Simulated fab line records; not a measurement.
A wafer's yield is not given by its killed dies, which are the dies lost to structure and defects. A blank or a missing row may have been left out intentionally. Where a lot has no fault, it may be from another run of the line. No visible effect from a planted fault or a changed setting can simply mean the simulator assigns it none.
Chamber matching | flow berkeley_cmos170 | UCB170_ZERO_ETCH_06 on rie_diel-03: 4 sister chambers
The step etches SiO2 in CHF3/CF4/Ar, time 12 s. 8 wafers are shown with their chamber, then 8 later ones without.

WAFERS, EACH WITH ITS CHAMBER
wafer  | chamber | throttle_valve_pct (%) | oes_product_au (a.u.)
L726.2 | 0       | 9.13                   | 0.638
L731.2 | 1       | 9.21                   | 0.600
L731.4 | 3       | 9.06                   | 0.616
L731.5 | 3       | 9.05                   | 0.618
L733.1 | 2       | 9.25                   | 0.626
L733.2 | 0       | 9.12                   | 0.634
L733.5 | 2       | 9.26                   | 0.625
L735.1 | 1       | 9.22                   | 0.608

WAFERS WITH NO CHAMBER GIVEN
wafer  | throttle_valve_pct (%) | oes_product_au (a.u.)
L735.3 | 9.06                   | 0.622
L735.6 | 9.06                   | 0.612
L738.2 | 9.23                   | 0.602
L738.3 | 9.25                   | 0.612
L738.4 | 9.10                   | 0.633
L739.3 | 9.26                   | 0.621
L739.4 | 9.03                   | 0.615
L739.5 | 9.25                   | 0.620

CHAMBER TAKEN BY EACH
wafer  | from the rows above     | in truth
L735.3 | 3                       | 3
L735.6 | 3                       | 3
L738.2 | 1                       | 1
L738.3 | can't be placed: 2 or 1 | 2
L738.4 | 0                       | 0
L739.3 | 2                       | 2
L739.4 | 3                       | 3
L739.5 | 2                       | 2
Placed correctly: 7 of 8. Unplaceable from these rows: 1, with the true chamber sitting among the candidates in 1. Number placed wrongly: 0.
How it was worked out, from the rows above alone: a wafer's distance from a chamber is the root of the sum, over the readings, of the square of ((its reading less the chamber's mean) divided by the reading's scatter). If the next closest chamber is less than 2 further off than the closest, the wafer can't be placed; otherwise it belongs to the closest. Each chamber's mean is taken over the wafers shown for it. The scatter: the root of (the sum of the squares of (reading less its chamber's mean) over the shown wafers, divided by (wafers less chambers)).
